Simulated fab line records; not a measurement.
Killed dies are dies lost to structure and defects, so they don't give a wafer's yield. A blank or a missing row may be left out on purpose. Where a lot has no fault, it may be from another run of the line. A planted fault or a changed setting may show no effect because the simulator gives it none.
Which tool did it?    flow berkeley_cmos170    Sampling: 15 lots, 45 wafers, 5 of 331 route steps

## WHAT EACH GAUGE READ, for each wafer
UCB170_PWELL_TW_MEAS_17.
lot   measured     on             PWELL_TW
L885  day 3 18:16  film_metro-01  377.5 379.5 379.8
L887  day 3 18:20  film_metro-04  383.2 380.7 380.5
L890  day 4 20:02  film_metro-01  378.1 376.6 376.0
L891  day 4 20:53  film_metro-02  375.2 378.3 376.8
L893  day 5 08:05  film_metro-04  377.7 378.1 379.0
L895  day 5 15:44  film_metro-04  380.9 379.6 377.5
L897  day 5 21:50  film_metro-02  382.0 381.3 378.2
L896  day 5 21:52  film_metro-01  402.9 401.2 404.0
L899  day 6 04:20  film_metro-01  399.5 398.0 398.8
L902  day 7 02:13  film_metro-01  377.8 378.6 379.2
L903  day 7 06:19  film_metro-04  398.7 401.1 398.7
L905  day 7 17:09  film_metro-04  377.0 375.1 374.9
L904  day 7 17:22  film_metro-01  377.8 376.6 377.8
L906  day 8 00:41  film_metro-04  377.1 380.1 379.8
L908  day 8 08:01  film_metro-04  378.9 381.4 380.7

UCB170_M3_THK_MEAS_03: measures by xrf.
lot   measured      on             M3_AL_THK (nm)
L885  day 9 04:16   film_metro-04  886 898 893
L887  day 9 05:31   film_metro-04  887 892 894
L890  day 10 04:05  film_metro-03  882 874 880
L891  day 10 03:30  film_metro-04  893 895 897
L893  day 10 19:22  film_metro-02  883 873 890
L895  day 10 22:32  film_metro-02  892 890 888
L897  day 10 21:10  film_metro-02  877 879 879
L896  day 11 05:54  film_metro-02  892 882 886
L899  day 11 05:37  film_metro-04  883 891 872
L902  day 12 07:43  film_metro-04  904 895 891
L903  day 12 05:26  film_metro-03  878 888 895
L905  day 13 06:25  film_metro-03  889 888 891
L904  day 13 05:22  film_metro-03  888 884 892
L906  day 13 20:57  film_metro-03  878 880 895
L908  day 13 12:58  film_metro-02  894 882 890

## TOOL THAT RAN EACH LOT (tool first, then ch and the chambers of the sampled wafers, then the start)
lot   UCB170_PWELL_IMPLANT_15         UCB170_PSD_STRIP_09                   UCB170_M3_SPUTTER_01
L885  implanter-04 ch 0, day 3 18:01  plasma_asher-01 ch 0,1, day 7 23:06   pvd_sputter-01, day 9 04:03
L887  implanter-03 ch 0, day 3 18:07  plasma_asher-02 ch 0,1, day 7 23:38   pvd_sputter-01, day 9 05:18
L890  implanter-01 ch 0, day 4 19:47  plasma_asher-01 ch 0,1, day 9 05:32   pvd_sputter-03, day 10 03:52
L891  implanter-01 ch 0, day 4 20:41  plasma_asher-03 ch 0,1, day 9 05:17   pvd_sputter-01, day 10 03:19
L893  implanter-01 ch 0, day 5 07:50  plasma_asher-01 ch 0,1, day 9 19:37   pvd_sputter-03, day 10 19:10
L895  implanter-03 ch 0, day 5 15:29  plasma_asher-01 ch 0,1, day 9 20:21   pvd_sputter-03, day 10 22:20
L897  implanter-04 ch 0, day 5 21:35  plasma_asher-03 ch 0,1, day 9 20:01   pvd_sputter-02, day 10 20:58
L896  implanter-03 ch 0, day 5 21:38  plasma_asher-03 ch 0,1, day 10 07:53  pvd_sputter-01, day 11 05:41
L899  implanter-03 ch 0, day 6 04:05  plasma_asher-03 ch 0,1, day 10 07:36  pvd_sputter-02, day 11 05:25
L902  implanter-04 ch 0, day 7 01:59  plasma_asher-01 ch 0, day 11 06:33    pvd_sputter-02, day 12 07:30
L903  implanter-03 ch 0, day 7 06:04  plasma_asher-02 ch 0,1, day 11 05:56  pvd_sputter-02, day 12 05:14
L905  implanter-04 ch 0, day 7 16:57  plasma_asher-03 ch 0,1, day 12 02:36  pvd_sputter-03, day 13 06:11
L904  implanter-04 ch 0, day 7 17:07  plasma_asher-01 ch 0,1, day 12 02:29  pvd_sputter-01, day 13 05:09
L906  implanter-04 ch 0, day 8 00:26  plasma_asher-01 ch 0,1, day 12 19:25  pvd_sputter-02, day 13 20:45
L908  implanter-04 ch 0, day 8 07:47  plasma_asher-01 ch 0,1, day 12 12:47  pvd_sputter-03, day 13 12:46
- UCB170_PWELL_IMPLANT_15
- UCB170_PSD_STRIP_09: strips in O2.
- UCB170_M3_SPUTTER_01: material Al, target thk 900 nm, time 120 s.

## AS READ BY THE TOOLS THEMSELVES (means over the sampled wafers that have a number; for cases with no such wafer, the mark the record gives instead)
UCB170_PWELL_IMPLANT_15.
lot   tool          beam_on_s (s)  end_station_pressure_torr (Torr)  faraday_current_uA
L885  implanter-04  10.06          5.09e-06                          15.7
L887  implanter-03  10.09          5.08e-06                          15.7
L890  implanter-01  9.76           5.11e-06                          16.3
L891  implanter-01  10.21          5.14e-06                          15.5
L893  implanter-01  9.83           5.09e-06                          16.1
L895  implanter-03  10.06          4.88e-06                          15.7
L897  implanter-04  9.98           5.13e-06                          15.9
L896  implanter-03  12.02          9.88e-05                          13.4
L899  implanter-03  12.38          9.53e-05                          13.0
L902  implanter-04  10.13          5.21e-06                          15.7
L903  implanter-03  12.13          9.38e-05                          13.2
L905  implanter-04  10.13          5.04e-06                          15.7
L904  implanter-04  9.98           4.89e-06                          15.8
L906  implanter-04  10.00          4.77e-06                          15.9
L908  implanter-04  10.04          4.91e-06                          15.8

UCB170_PSD_STRIP_09.
lot   tool             drypump_motor_current_A (A)  oes_product_au (a.u.)  strip_time_to_endpoint_s (s)
L885  plasma_asher-01  5.78                         0.605                  29.24
L887  plasma_asher-02  5.83                         0.608                  29.38
L890  plasma_asher-01  5.65                         0.604                  29.16
L891  plasma_asher-03  5.95                         0.596                  29.29
L893  plasma_asher-01  5.66                         0.601                  29.22
L895  plasma_asher-01  5.66                         0.602                  29.31
L897  plasma_asher-03  5.84                         0.602                  29.27
L896  plasma_asher-03  5.94                         0.604                  29.15
L899  plasma_asher-03  5.93                         0.603                  29.29
L902  plasma_asher-01  5.56                         0.604                  29.37
L903  plasma_asher-02  5.85                         0.607                  29.21
L905  plasma_asher-03  5.93                         0.604                  29.23
L904  plasma_asher-01  5.76                         0.604                  29.15
L906  plasma_asher-01  5.67                         0.600                  29.28
L908  plasma_asher-01  5.68                         0.599                  29.19

UCB170_M3_SPUTTER_01.
lot   tool            throttle_valve_pct (%)
L885  pvd_sputter-01  29.8
L887  pvd_sputter-01  30.7
L890  pvd_sputter-03  30.7
L891  pvd_sputter-01  30.8
L893  pvd_sputter-03  30.6
L895  pvd_sputter-03  29.6
L897  pvd_sputter-02  29.7
L896  pvd_sputter-01  29.8
L899  pvd_sputter-02  29.9
L902  pvd_sputter-02  29.8
L903  pvd_sputter-02  29.7
L905  pvd_sputter-03  30.3
L904  pvd_sputter-01  30.8
L906  pvd_sputter-02  29.4
L908  pvd_sputter-03  31.0

## THE ANSWER, worked out from the rows above alone
Rule: usual is defined by the lots themselves. The widest of any qualifying gaps counts: lots, ordered by their means at a reading, are off when they make up no more than a third of the lots, leave a main group of 4 or more, and stand apart from it by 3 or more times the standard deviation of that group's means. A main group whose means are all the same, to the digits that the tables above print for the reading, isn't used. Also off: a lot with no number at a reading for which 4 or more lots have one. All remaining lots with rows at the step are treated as sound. After the gauges, taken in route order, come the tools' own readings; for these a lot's mean is taken, as printed above. At the first step where some lot is off, the reading lying furthest off is the one used; lots without a number count as furthest.
Off: at UCB170_PWELL_TW_MEAS_17 (PWELL_TW), L896, L899, L903. The main group has a mean of 378.6 with a standard deviation of 1.6.
If a tool, at a process step before that reading, ran all the lots that are off and no sound lot after the first of them, it fits. The gauges at UCB170_PWELL_TW_MEAS_17 aren't tried: what is off there is off at UCB170_PWELL_IMPLANT_15 too, on other tools, and a gauge's error can't cause that. One fits: UCB170_PWELL_IMPLANT_15 on implanter-03. A fault onset in the window from L895 (day 5 15:29, its last sound lot) to L896 (day 5 21:38, its first lot off) fits.
The tool's own readings at UCB170_PWELL_IMPLANT_15 bear it out: on the lots that are off they differ by more than 5 times the standard deviation of the sound lots' means. beam_on_s reads 12.18 s there against 10.02 s on the sound lots; end_station_pressure_torr reads 9.60e-05 Torr there against 5.03e-06 Torr on the sound lots; faraday_current_uA reads 13.2 there against 15.8 on the sound lots.

## WHAT WAS PUT IN BY THE SIMULATOR
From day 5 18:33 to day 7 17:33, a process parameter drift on implanter-03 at UCB170_PWELL_IMPLANT_15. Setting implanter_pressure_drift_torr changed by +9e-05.
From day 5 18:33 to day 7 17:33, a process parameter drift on implanter-03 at UCB170_PWELL_IMPLANT_15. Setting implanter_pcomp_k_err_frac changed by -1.
Struck lots among those shown: L896, L899, L903. This agrees with what the rule above found.
